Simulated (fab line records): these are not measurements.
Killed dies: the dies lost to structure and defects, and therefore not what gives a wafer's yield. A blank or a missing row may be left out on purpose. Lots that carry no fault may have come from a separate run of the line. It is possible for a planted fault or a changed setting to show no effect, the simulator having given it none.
fab line records | flow rit_cmos
record lots=5 | wafers=23
route steps=202 shown NSD@133 SILICIDE@162 CONTACT@175 M1@184
start_h: start of the lot's first displayed wafer, in hours after the record's first day | wait_h: how many hours have passed since the lot's step before this one | " same as the row above | L1.1+2: one row covering several wafers at once | - no value, or no start was given | * or withheld: withheld | < > ~ a bound
route shown NAME@n: a module of which the file shows steps, and the number in the route of the first | usual: average and standard deviation across the fault-free wafers | same: alike in all rows | chamber/n: place in a boat | sites: readings site by site | _std_site: how widely they spread, as a standard deviation | _edge_site: the outer-site mean with the inner-site mean subtracted | radius_mm: for every site, how far away it sits from the centre of the wafer | mask NAME#n: copy n | behind: tool/chamber where the wafer was last shaped | hold: what put the lot on hold/how long, in hours/how the hold closed | device: which transistor (n, p or np) failed to switch | end of line: the same wafers' tests at the end of the route | a step without rows: its recipe alone | killed: count of dies lost to structure and defects at first sort (not the wafer's yield) | map: a wafer's dies, x killed, . not, _ none there
set.NAME: the setting as run; set.NAME@STEP: as run at that earlier step | model.NAME: the simulator's own value behind a step, which no gauge read
lots whose settings were changed on purpose; a table a step, a row a wafer
## steps
# step RIT_NSD_SOFTBAKE_02
# recipe resist=NOVOLAK | temp_c=90 | time_s=60
lot.wafer      | tool           | chamber | start_h | wait_h | set.temp_c
L074.1+5       | litho_track-04 | 0       | 49.90   | 0.1    | 90
L074.2+3+4     | "              | 0       | "       | "      | 93.39
L075.1+2+3+4+6 | litho_track-03 | 0       | 53.48   | 0.1    | 90
L078.1+4       | litho_track-02 | 0       | 67.79   | 0.1    | 90
L078.2+5+6     | "              | 0       | "       | "      | 86.75
L080.1+2+6     | litho_track-04 | 0       | 77.36   | 0.1    | 88.46
L080.3+5       | "              | 0       | "       | "      | 90
L083.3+4+6     | litho_track-03 | 0       | 91.43   | 0.1    | 90
# step RIT_NSD_EXPOSE_03
# recipe mask_id=M9 | na=0.57 | target_cd_nm=40700 | dose_mj=250
# step RIT_NSD_PEB_04
# recipe resist=NOVOLAK | temp_c=withheld | time_s=withheld
# step RIT_NSD_DEVELOP_05
# recipe resist=NOVOLAK | develop_time_s=50 | dev_temp_c=23
lot.wafer | tool           | chamber | start_h | wait_h | set.temp_c@NSD_SOFTBAKE_02 | model.NOVOLAK_of_NSD_COAT_01.thk_nm
L074.1    | litho_track-03 | 0       | -       | -      | 90                         | 1007
L074.2    | "              | 0       | "       | "      | 93.39                      | 995.6
L074.3    | "              | 0       | "       | "      | 93.39                      | 993
L074.4    | "              | 0       | "       | "      | 93.39                      | 991.9
L074.5    | "              | 0       | "       | "      | 90                         | 1003
L075.1    | litho_track-02 | 0       | -       | -      | 90                         | 996.6
L075.2    | "              | 0       | "       | "      | 90                         | 994.7
L075.3    | "              | 0       | "       | "      | 90                         | 996.9
L075.4    | "              | 0       | "       | "      | 90                         | 999.3
L075.6    | "              | 0       | "       | "      | 90                         | 995.1
L078.1    | litho_track-02 | 0       | -       | -      | 90                         | 1001
L078.2    | "              | 0       | "       | "      | 86.75                      | 1010
L078.4    | "              | 0       | "       | "      | 90                         | 994.6
L078.5    | "              | 0       | "       | "      | 86.75                      | 1005
L078.6    | "              | 0       | "       | "      | 86.75                      | 1007
L080.1+2  | litho_track-03 | 0       | -       | -      | 88.46                      | 1005
L080.3    | "              | 0       | "       | "      | 90                         | 1001
L080.5    | "              | 0       | "       | "      | 90                         | 1002
L080.6    | "              | 0       | "       | "      | 88.46                      | 1008
L083.3    | litho_track-02 | 0       | -       | -      | 90                         | 1004
L083.4    | "              | 0       | "       | "      | 90                         | 1005
L083.6    | "              | 0       | "       | "      | 90                         | 1002
# step RIT_NSD_IMPLANT_08
# recipe species=P | energy_kev=25 | dose_cm2=1e+15 | tilt_deg=7
lot.wafer      | tool         | chamber | start_h | wait_h | set.energy_kev | model.implant.rp_nm | model.implant.drp_nm
L074.1+2+3+4+5 | implanter-03 | 0       | 50.76   | 0.1    | 25             | 33.07               | 14.84
L075.1+3+4     | implanter-03 | 0       | 54.34   | 0.1    | 25.8           | 32.11               | 15.12
L075.2+6       | "            | 0       | "       | "      | 25             | 31.43               | 14.84
L078.1+2+6     | implanter-03 | 0       | 68.53   | 0.1    | 25             | 32.52               | 14.84
L078.4+5       | "            | 0       | "       | "      | 23.52          | 31.21               | 14.3
L080.1+2+3+5+6 | implanter-03 | 0       | 78.09   | 0.1    | 25             | 32.02               | 14.84
L083.3+4+6     | implanter-04 | 0       | 92.29   | 0.1    | 25             | 31.56               | 14.84
# step RIT_NSD_STRIP_09
# recipe chemistry=O2 | time_s=180 | resist=NOVOLAK | platen_temp_c=withheld | power_w=500 | pressure_mtorr=4000 | o2_flow_sccm=4000
# step RIT_NSD_TW_MEAS_10
# usual NSD_TW=3094/22
lot.wafer | tool          | chamber | start_h | wait_h | set.energy_kev@NSD_IMPLANT_08 | NSD_TW
L074.1    | film_metro-02 | -       | 51.09   | 0.1    | 25                            | 3122
L074.2    | "             | -       | "       | "      | 25                            | 3121
L074.3    | "             | -       | "       | "      | 25                            | 3122
L074.4    | "             | -       | "       | "      | 25                            | 3151
L074.5    | "             | -       | "       | "      | 25                            | 3138
L075.1    | film_metro-04 | -       | 54.67   | 0.1    | 25.8                          | 3109
L075.2    | "             | -       | "       | "      | 25                            | 3079
L075.3    | "             | -       | "       | "      | 25.8                          | 3105
L075.4    | "             | -       | "       | "      | 25.8                          | 3106
L075.6    | "             | -       | "       | "      | 25                            | 3074
L078.1    | film_metro-04 | -       | 68.85   | 0.1    | 25                            | 3065
L078.2    | "             | -       | "       | "      | 25                            | 3068
L078.4    | "             | -       | "       | "      | 23.52                         | 3009
L078.5    | "             | -       | "       | "      | 23.52                         | 3027
L078.6    | "             | -       | "       | "      | 25                            | 3069
L080.1    | film_metro-03 | -       | 78.42   | 0.1    | 25                            | 3087
L080.2    | "             | -       | "       | "      | 25                            | 3088
L080.3    | "             | -       | "       | "      | 25                            | 3078
L080.5    | "             | -       | "       | "      | 25                            | 3088
L080.6    | "             | -       | "       | "      | 25                            | 3086
L083.3    | film_metro-02 | -       | 92.59   | 0.1    | 25                            | 3102
L083.4    | "             | -       | "       | "      | 25                            | 3126
L083.6    | "             | -       | "       | "      | 25                            | 3132
# step RIT_SILICIDE_SPUTTER_01
# recipe material=Ti | target_thk_nm=30 | power_w=350 | chamber_pressure_pa=0.667 | gas=Ar | time_s=240 | substrate_temp_c=25
lot.wafer | tool           | chamber | start_h | wait_h | set.power_w | model.Ti_of_SILICIDE_SPUTTER_01.thk_nm
L074.1    | pvd_sputter-03 | -       | 53.63   | 0.0    | 350         | 30.16
L074.2    | "              | -       | "       | "      | 350         | 29.71
L074.3    | "              | -       | "       | "      | 335.4       | 29.15
L074.4    | "              | -       | "       | "      | 350         | 30.44
L074.5    | "              | -       | "       | "      | 335.4       | 29.21
L075.1    | pvd_sputter-03 | -       | 57.29   | 0.0    | 314.6       | 26.42
L075.2    | "              | -       | "       | "      | 350         | 30.26
L075.3    | "              | -       | "       | "      | 314.6       | 27.1
L075.4    | "              | -       | "       | "      | 350         | 29.9
L075.6    | "              | -       | "       | "      | 314.6       | 26.46
L078.1    | pvd_sputter-01 | -       | 71.25   | 0.0    | 350         | 29.25
L078.2    | "              | -       | "       | "      | 318.6       | 27.67
L078.4    | "              | -       | "       | "      | 318.6       | 27.38
L078.5    | "              | -       | "       | "      | 318.6       | 27.22
L078.6    | "              | -       | "       | "      | 350         | 29.28
L080.1    | pvd_sputter-04 | -       | 80.96   | 0.0    | 350         | 29.62
L080.2    | "              | -       | "       | "      | 350         | 30.25
L080.3    | "              | -       | "       | "      | 350         | 29.55
L080.5    | "              | -       | "       | "      | 350         | 29.7
L080.6    | "              | -       | "       | "      | 350         | 29.75
L083.3    | pvd_sputter-03 | -       | 94.97   | 0.0    | 350         | 30.09
L083.4    | "              | -       | "       | "      | 350         | 30.21
L083.6    | "              | -       | "       | "      | 350         | 30.16
# step RIT_SILICIDE_RS_MEAS_02
# recipe thk_meas_gauge=four-point-probe | reads=Ti_of_SILICIDE_SPUTTER_01
# usual SILICIDE_TI_RS=48.2/0.78
lot.wafer | tool          | chamber | start_h | wait_h | set.power_w@SILICIDE_SPUTTER_01 | SILICIDE_TI_RS[ohm/sq]
L074.1    | film_metro-04 | -       | 53.78   | 0.1    | 350                             | 47.5
L074.2    | "             | -       | "       | "      | 350                             | 48.5
L074.3    | "             | -       | "       | "      | 335.4                           | 49.7
L074.4    | "             | -       | "       | "      | 350                             | 47.1
L074.5    | "             | -       | "       | "      | 335.4                           | 49.6
L075.1    | film_metro-01 | -       | 57.44   | 0.1    | 314.6                           | 56.1
L075.2    | "             | -       | "       | "      | 350                             | 47.4
L075.3    | "             | -       | "       | "      | 314.6                           | 54.3
L075.4    | "             | -       | "       | "      | 350                             | 48.0
L075.6    | "             | -       | "       | "      | 314.6                           | 56.0
L078.1    | film_metro-01 | -       | 71.40   | 0.1    | 350                             | 49.4
L078.2    | "             | -       | "       | "      | 318.6                           | 52.9
L078.4    | "             | -       | "       | "      | 318.6                           | 53.8
L078.5    | "             | -       | "       | "      | 318.6                           | 54.1
L078.6    | "             | -       | "       | "      | 350                             | 49.4
L080.1    | film_metro-04 | -       | 81.11   | 0.1    | 350                             | 48.7
L080.2    | "             | -       | "       | "      | 350                             | 47.4
L080.3    | "             | -       | "       | "      | 350                             | 48.8
L080.5    | "             | -       | "       | "      | 350                             | 48.5
L080.6    | "             | -       | "       | "      | 350                             | 48.5
L083.3    | film_metro-01 | -       | 95.16   | 0.1    | 350                             | 47.7
L083.4    | "             | -       | "       | "      | 350                             | 47.4
L083.6    | "             | -       | "       | "      | 350                             | 47.5
# step RIT_SILICIDE_THK_MEAS_03
# recipe thk_meas_gauge=xrf | reads=Ti_of_SILICIDE_SPUTTER_01
# usual SILICIDE_TI_THK=29.7/0.4
lot.wafer | tool          | chamber | start_h | wait_h | set.power_w@SILICIDE_SPUTTER_01 | SILICIDE_TI_THK[nm]
L074.1    | film_metro-04 | -       | 53.90   | 0.1    | 350                             | 30.0
L074.2    | "             | -       | "       | "      | 350                             | 29.4
L074.3    | "             | -       | "       | "      | 335.4                           | 29.0
L074.4    | "             | -       | "       | "      | 350                             | 30.2
L074.5    | "             | -       | "       | "      | 335.4                           | 29.0
L075.1    | film_metro-01 | -       | 57.56   | 0.1    | 314.6                           | 26.4
L075.2    | "             | -       | "       | "      | 350                             | 30.1
L075.3    | "             | -       | "       | "      | 314.6                           | 27.1
L075.4    | "             | -       | "       | "      | 350                             | 29.7
L075.6    | "             | -       | "       | "      | 314.6                           | 26.5
L078.1    | film_metro-01 | -       | 71.52   | 0.1    | 350                             | 29.2
L078.2    | "             | -       | "       | "      | 318.6                           | 27.7
L078.4    | "             | -       | "       | "      | 318.6                           | 27.3
L078.5    | "             | -       | "       | "      | 318.6                           | 27.2
L078.6    | "             | -       | "       | "      | 350                             | 29.2
L080.1    | film_metro-04 | -       | 81.23   | 0.1    | 350                             | 29.2
L080.2    | "             | -       | "       | "      | 350                             | 29.9
L080.3    | "             | -       | "       | "      | 350                             | 29.3
L080.5    | "             | -       | "       | "      | 350                             | 29.3
L080.6    | "             | -       | "       | "      | 350                             | 29.4
L083.3    | film_metro-01 | -       | 95.26   | 0.1    | 350                             | 30.1
L083.4    | "             | -       | "       | "      | 350                             | 30.1
L083.6    | "             | -       | "       | "      | 350                             | 30.1
# step RIT_CONTACT_DEVELOP_07
# recipe resist=NOVOLAK | develop_time_s=120 | dev_temp_c=23
lot.wafer      | tool           | chamber | start_h | wait_h | set.develop_time_s
L074.1+4       | litho_track-03 | 0       | -       | -      | 120
L074.2+3+5     | "              | 0       | "       | "      | 105.7
L075.1+3       | litho_track-01 | 0       | -       | -      | 107.1
L075.2+4+6     | "              | 0       | "       | "      | 120
L078.1+2+4+5+6 | litho_track-03 | 0       | -       | -      | 120
L080.1+3       | litho_track-01 | 0       | -       | -      | 120
L080.2+5+6     | "              | 0       | "       | "      | 105.4
L083.3+4+6     | litho_track-01 | 0       | -       | -      | 120
# step RIT_CONTACT_CD_MEAS_08
# recipe target_cd_nm=1000
# usual cd_nm=999.3/2
lot.wafer | tool      | chamber | start_h | wait_h | set.develop_time_s@CONTACT_DEVELOP_07 | cd_nm
L074.1    | cd_sem-02 | -       | 55.25   | -      | 120                                   | 1001.5
L074.2    | "         | -       | "       | "      | 105.7                                 | 991.0
L074.3    | "         | -       | "       | "      | 105.7                                 | 989.4
L074.4    | "         | -       | "       | "      | 120                                   | 1000.0
L074.5    | "         | -       | "       | "      | 105.7                                 | 991.5
L075.1    | cd_sem-02 | -       | 58.87   | -      | 107.1                                 | 992.0
L075.2    | "         | -       | "       | "      | 120                                   | 1000.7
L075.3    | "         | -       | "       | "      | 107.1                                 | 992.4
L075.4    | "         | -       | "       | "      | 120                                   | 1001.0
L075.6    | "         | -       | "       | "      | 120                                   | 1001.7
L078.1    | cd_sem-02 | -       | 73.00   | -      | 120                                   | 999.1
L078.2    | "         | -       | "       | "      | 120                                   | 999.1
L078.4    | "         | -       | "       | "      | 120                                   | 1000.9
L078.5    | "         | -       | "       | "      | 120                                   | 998.9
L078.6    | "         | -       | "       | "      | 120                                   | 1000.0
L080.1    | cd_sem-02 | -       | 82.55   | -      | 120                                   | 998.6
L080.2    | "         | -       | "       | "      | 105.4                                 | 988.2
L080.3    | "         | -       | "       | "      | 120                                   | 998.3
L080.5    | "         | -       | "       | "      | 105.4                                 | 988.7
L080.6    | "         | -       | "       | "      | 105.4                                 | 988.3
L083.3    | cd_sem-01 | -       | 96.59   | -      | 120                                   | 1000.4
L083.4    | "         | -       | "       | "      | 120                                   | 1000.4
L083.6    | "         | -       | "       | "      | 120                                   | 1001.8
# step RIT_CONTACT_ETCH_11
# recipe target_depth_a=4800 | over_etch_frac=0.2 | stop_on=TiSi2 | chemistry=CHF3/CF4/Ar | target=SiO2 | CHF3_flow_sccm=50 | cf4_flow_sccm=10 | Ar_flow_sccm=100 | O2_flow_sccm=5 | pressure_mtorr=100 | rf_w=200 | time_s=320
lot.wafer | tool        | chamber | start_h | wait_h | set.time_s | set.develop_time_s@CONTACT_DEVELOP_07 | model.CONTACT.cd_nm | model.NOVOLAK_of_CONTACT_COAT_03.thk_nm
L074.1    | rie_diel-02 | 1       | 55.61   | 0.1    | 320        | 120                                   | 1001                | 791.5
L074.2    | "           | 0       | "       | "      | 300.2      | 105.7                                 | 991                 | 786.6
L074.3    | "           | 3       | "       | "      | 320        | 105.7                                 | 989.4               | 784.5
L074.4    | "           | 2       | "       | "      | 300.2      | 120                                   | 998.9               | 799.2
L074.5    | "           | 3       | "       | "      | 320        | 105.7                                 | 991.3               | 782.9
L075.1    | rie_diel-03 | 3       | 59.18   | 0.1    | 276.4      | 107.1                                 | 991.4               | 801.3
L075.2    | "           | 2       | "       | "      | 276.4      | 120                                   | 999.7               | 801.8
L075.3    | "           | 1       | "       | "      | 320        | 107.1                                 | 992.4               | 780.2
L075.4    | "           | 0       | "       | "      | 320        | 120                                   | 1001                | 782.1
L075.6    | "           | 1       | "       | "      | 276.4      | 120                                   | 1001                | 797.5
L078.1    | rie_diel-03 | 0       | 73.31   | 0.1    | 320        | 120                                   | 999                 | 784.4
L078.2    | "           | 2       | "       | "      | 343.4      | 120                                   | 998.9               | 782.2
L078.4    | "           | 3       | "       | "      | 320        | 120                                   | 1001                | 789.1
L078.5    | "           | 0       | "       | "      | 320        | 120                                   | 998.5               | 786.1
L078.6    | "           | 3       | "       | "      | 343.4      | 120                                   | 1001                | 777.3
L080.1    | rie_diel-03 | 2       | 82.85   | 0.1    | 320        | 120                                   | 998.5               | 786.9
L080.2    | "           | 0       | "       | "      | 339.5      | 105.4                                 | 988.4               | 776.4
L080.3    | "           | 1       | "       | "      | 320        | 120                                   | 998.1               | 783.2
L080.5    | "           | 0       | "       | "      | 339.5      | 105.4                                 | 988.9               | 774.1
L080.6    | "           | 1       | "       | "      | 320        | 105.4                                 | 987.9               | 784.9
L083.3    | rie_diel-04 | 2       | 96.86   | 0.1    | 320        | 120                                   | 1000                | 783.8
L083.4    | "           | 1       | "       | "      | 320        | 120                                   | 1000                | 776.2
L083.6    | "           | 3       | "       | "      | 320        | 120                                   | 1002                | 786.8
# step RIT_CONTACT_STRIP_12
# recipe chemistry=O2 | time_s=180 | resist=NOVOLAK | platen_temp_c=withheld | power_w=500 | pressure_mtorr=4000 | o2_flow_sccm=4000
# step RIT_CONTACT_CD_MEAS_90
# recipe target_cd_nm=1000
# usual cd_nm=999.2/2.1
lot.wafer | tool      | chamber | start_h | wait_h | set.develop_time_s@CONTACT_DEVELOP_07 | cd_nm
L074.1    | cd_sem-01 | -       | 55.98   | 0.1    | 120                                   | 1001.1
L074.2    | "         | -       | "       | "      | 105.7                                 | 991.2
L074.3    | "         | -       | "       | "      | 105.7                                 | 989.7
L074.4    | "         | -       | "       | "      | 120                                   | 998.9
L074.5    | "         | -       | "       | "      | 105.7                                 | 991.4
L075.1    | cd_sem-02 | -       | 59.55   | 0.1    | 107.1                                 | 991.2
L075.2    | "         | -       | "       | "      | 120                                   | 999.6
L075.3    | "         | -       | "       | "      | 107.1                                 | 992.4
L075.4    | "         | -       | "       | "      | 120                                   | 1000.8
L075.6    | "         | -       | "       | "      | 120                                   | 1000.9
L078.1    | cd_sem-02 | -       | 73.68   | 0.1    | 120                                   | 999.2
L078.2    | "         | -       | "       | "      | 120                                   | 999.0
L078.4    | "         | -       | "       | "      | 120                                   | 1001.2
L078.5    | "         | -       | "       | "      | 120                                   | 998.2
L078.6    | "         | -       | "       | "      | 120                                   | 1000.5
L080.1    | cd_sem-01 | -       | 83.22   | 0.1    | 120                                   | 998.3
L080.2    | "         | -       | "       | "      | 105.4                                 | 988.4
L080.3    | "         | -       | "       | "      | 120                                   | 998.0
L080.5    | "         | -       | "       | "      | 105.4                                 | 988.9
L080.6    | "         | -       | "       | "      | 105.4                                 | 987.8
L083.3    | cd_sem-01 | -       | 97.26   | 0.1    | 120                                   | 1000.0
L083.4    | "         | -       | "       | "      | 120                                   | 1000.3
L083.6    | "         | -       | "       | "      | 120                                   | 1002.4
# step RIT_M1_SPUTTER_00
# recipe material=Al | target_thk_nm=400 | power_w=2000 | chamber_pressure_pa=0.4 | gas=Ar | time_s=500 | substrate_temp_c=25
lot.wafer | tool           | chamber | start_h | wait_h | set.chamber_pressure_pa | model.Al_of_M1_SPUTTER_00.thk_nm
L074.1    | pvd_sputter-04 | -       | 56.45   | 0.0    | 0.4298                  | 390.1
L074.2    | "              | -       | "       | "      | 0.4298                  | 397.2
L074.3    | "              | -       | "       | "      | 0.4298                  | 391.9
L074.4+5  | "              | -       | "       | "      | 0.4298                  | 391.6
L075.1    | pvd_sputter-02 | -       | 60.02   | 0.0    | 0.3752                  | 415.8
L075.2    | "              | -       | "       | "      | 0.3752                  | 411.9
L075.3    | "              | -       | "       | "      | 0.3752                  | 412.6
L075.4    | "              | -       | "       | "      | 0.3752                  | 400.9
L075.6    | "              | -       | "       | "      | 0.3752                  | 403
L078.1    | pvd_sputter-02 | -       | 74.16   | 0.0    | 0.3759                  | 412
L078.2    | "              | -       | "       | "      | 0.3759                  | 406.7
L078.4    | "              | -       | "       | "      | 0.3759                  | 413.4
L078.5    | "              | -       | "       | "      | 0.3759                  | 409.7
L078.6    | "              | -       | "       | "      | 0.3759                  | 413.1
L080.1    | pvd_sputter-02 | -       | 83.71   | 0.0    | 0.4509                  | 394.6
L080.2    | "              | -       | "       | "      | 0.4509                  | 396.7
L080.3    | "              | -       | "       | "      | 0.4509                  | 392.3
L080.5    | "              | -       | "       | "      | 0.4509                  | 384.6
L080.6    | "              | -       | "       | "      | 0.4509                  | 393
L083.3    | pvd_sputter-02 | -       | 97.69   | 0.0    | 0.4                     | 411.1
L083.4    | "              | -       | "       | "      | 0.4                     | 401.5
L083.6    | "              | -       | "       | "      | 0.4                     | 409.7
# step RIT_M1_DEVELOP_08
# recipe resist=NOVOLAK | develop_time_s=68 | dev_temp_c=23
lot.wafer      | tool           | chamber | start_h | wait_h | set.develop_time_s
L074.1+2       | litho_track-04 | 0       | -       | -      | 77.73
L074.3+4+5     | "              | 0       | "       | "      | 68
L075.1+2+3+4+6 | litho_track-02 | 0       | -       | -      | 68
L078.1+2+5     | litho_track-04 | 0       | -       | -      | 68
L078.4+6       | "              | 0       | "       | "      | 64.28
L080.1+2+3+5+6 | litho_track-01 | 0       | -       | -      | 68
L083.3+4+6     | litho_track-04 | 0       | -       | -      | 68
# step RIT_M1_CD_MEAS_09
# recipe target_cd_nm=2600
# usual cd_nm=2600.0/1.6
lot.wafer | tool      | chamber | start_h | wait_h | set.develop_time_s@M1_DEVELOP_08 | cd_nm
L074.1    | cd_sem-01 | -       | 57.81   | -      | 77.73                            | 2585.7
L074.2    | "         | -       | "       | "      | 77.73                            | 2587.5
L074.3    | "         | -       | "       | "      | 68                               | 2597.7
L074.4    | "         | -       | "       | "      | 68                               | 2597.9
L074.5    | "         | -       | "       | "      | 68                               | 2598.3
L075.1    | cd_sem-01 | -       | 61.49   | -      | 68                               | 2600.9
L075.2    | "         | -       | "       | "      | 68                               | 2600.1
L075.3    | "         | -       | "       | "      | 68                               | 2601.3
L075.4    | "         | -       | "       | "      | 68                               | 2601.0
L075.6    | "         | -       | "       | "      | 68                               | 2598.8
L078.1    | cd_sem-02 | -       | 75.52   | -      | 68                               | 2602.5
L078.2    | "         | -       | "       | "      | 68                               | 2601.6
L078.4    | "         | -       | "       | "      | 64.28                            | 2605.7
L078.5    | "         | -       | "       | "      | 68                               | 2599.3
L078.6    | "         | -       | "       | "      | 64.28                            | 2605.4
L080.1    | cd_sem-01 | -       | 85.06   | -      | 68                               | 2599.4
L080.2    | "         | -       | "       | "      | 68                               | 2600.3
L080.3    | "         | -       | "       | "      | 68                               | 2598.0
L080.5    | "         | -       | "       | "      | 68                               | 2599.7
L080.6    | "         | -       | "       | "      | 68                               | 2601.8
L083.3    | cd_sem-02 | -       | 99.21   | -      | 68                               | 2604.5
L083.4    | "         | -       | "       | "      | 68                               | 2599.5
L083.6    | "         | -       | "       | "      | 68                               | 2601.7
# step RIT_M1_HARDBAKE_11
# recipe resist=NOVOLAK | temp_c=140 | time_s=120
# step RIT_M1_STRIP_13
# recipe chemistry=nmp | resist=NOVOLAK | temp_c=80 | time_s=600 | dry=n2_spin
# step RIT_M1_STRIP_14
# recipe chemistry=O2 | time_s=180 | platen_temp_c=withheld | power_w=500 | pressure_mtorr=4000 | o2_flow_sccm=4000
# step RIT_M1_CD_MEAS_90
# recipe target_cd_nm=2600
# usual cd_nm=2600.8/2
lot.wafer | tool      | chamber | start_h | wait_h | set.develop_time_s@M1_DEVELOP_08 | cd_nm
L074.1    | cd_sem-01 | -       | 58.73   | 0.1    | 77.73                            | 2588.3
L074.2    | "         | -       | "       | "      | 77.73                            | 2587.4
L074.3    | "         | -       | "       | "      | 68                               | 2600.1
L074.4    | "         | -       | "       | "      | 68                               | 2598.8
L074.5    | "         | -       | "       | "      | 68                               | 2599.7
L075.1    | cd_sem-01 | -       | 62.41   | 0.1    | 68                               | 2600.5
L075.2    | "         | -       | "       | "      | 68                               | 2599.0
L075.3    | "         | -       | "       | "      | 68                               | 2600.6
L075.4    | "         | -       | "       | "      | 68                               | 2600.3
L075.6    | "         | -       | "       | "      | 68                               | 2597.7
L078.1    | cd_sem-01 | -       | 76.44   | 0.1    | 68                               | 2604.7
L078.2    | "         | -       | "       | "      | 68                               | 2602.1
L078.4    | "         | -       | "       | "      | 64.28                            | 2606.6
L078.5    | "         | -       | "       | "      | 68                               | 2599.8
L078.6    | "         | -       | "       | "      | 64.28                            | 2606.6
L080.1    | cd_sem-01 | -       | 86.00   | 0.1    | 68                               | 2598.9
L080.2    | "         | -       | "       | "      | 68                               | 2600.5
L080.3    | "         | -       | "       | "      | 68                               | 2598.0
L080.5    | "         | -       | "       | "      | 68                               | 2601.3
L080.6    | "         | -       | "       | "      | 68                               | 2602.6
L083.3    | cd_sem-02 | -       | 100.13  | 0.1    | 68                               | 2605.4
L083.4    | "         | -       | "       | "      | 68                               | 2599.8
L083.6    | "         | -       | "       | "      | 68                               | 2602.3
## key
split step=RIT_NSD_SOFTBAKE_02 | setting=temp_c | stated=90 | by=wafer
response step=RIT_NSD_DEVELOP_05 | reading=model.NOVOLAK_of_NSD_COAT_01.thk_nm | change=-2.81 | per=1% | r=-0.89
split step=RIT_NSD_IMPLANT_08 | setting=energy_kev | stated=25 | by=wafer
response step=RIT_NSD_IMPLANT_08 | reading=model.implant.rp_nm | change=+0.22 | per=1% | r=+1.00
response step=RIT_NSD_IMPLANT_08 | reading=model.implant.drp_nm | change=+0.0902 | per=1% | r=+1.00
response step=RIT_NSD_TW_MEAS_10 | reading=NSD_TW | change=+8.56 | per=1% | r=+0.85
split step=RIT_SILICIDE_SPUTTER_01 | setting=power_w | stated=350 | by=wafer
response step=RIT_SILICIDE_SPUTTER_01 | reading=model.Ti_of_SILICIDE_SPUTTER_01.thk_nm | change=+0.274 | per=1% | r=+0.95
response step=RIT_SILICIDE_RS_MEAS_02 | reading=SILICIDE_TI_RS | change=-0.621 | per=1% | r=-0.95
response step=RIT_SILICIDE_THK_MEAS_03 | reading=SILICIDE_TI_THK | change=+0.264 | per=1% | r=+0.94
split step=RIT_CONTACT_DEVELOP_07 | setting=develop_time_s | stated=120 | by=wafer
response step=RIT_CONTACT_CD_MEAS_08 | reading=cd_nm | change=+0.833 | per=1% | r=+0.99
response step=RIT_CONTACT_ETCH_11 | reading=model.CONTACT.cd_nm | change=+0.801 | per=1% | r=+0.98
response step=RIT_CONTACT_CD_MEAS_90 | reading=cd_nm | change=+0.793 | per=1% | r=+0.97
split step=RIT_CONTACT_ETCH_11 | setting=time_s | stated=320 | by=wafer
response step=RIT_CONTACT_ETCH_11 | reading=model.NOVOLAK_of_CONTACT_COAT_03.thk_nm | change=-1.3 | per=1% | r=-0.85
split step=RIT_M1_SPUTTER_00 | setting=chamber_pressure_pa | stated=0.4 | by=lot
response step=RIT_M1_SPUTTER_00 | reading=model.Al_of_M1_SPUTTER_00.thk_nm | change=-1.05 | per=1% | r=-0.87
split step=RIT_M1_DEVELOP_08 | setting=develop_time_s | stated=68 | by=wafer
response step=RIT_M1_CD_MEAS_09 | reading=cd_nm | change=-0.795 | per=1% | r=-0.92
response step=RIT_M1_CD_MEAS_90 | reading=cd_nm | change=-0.813 | per=1% | r=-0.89
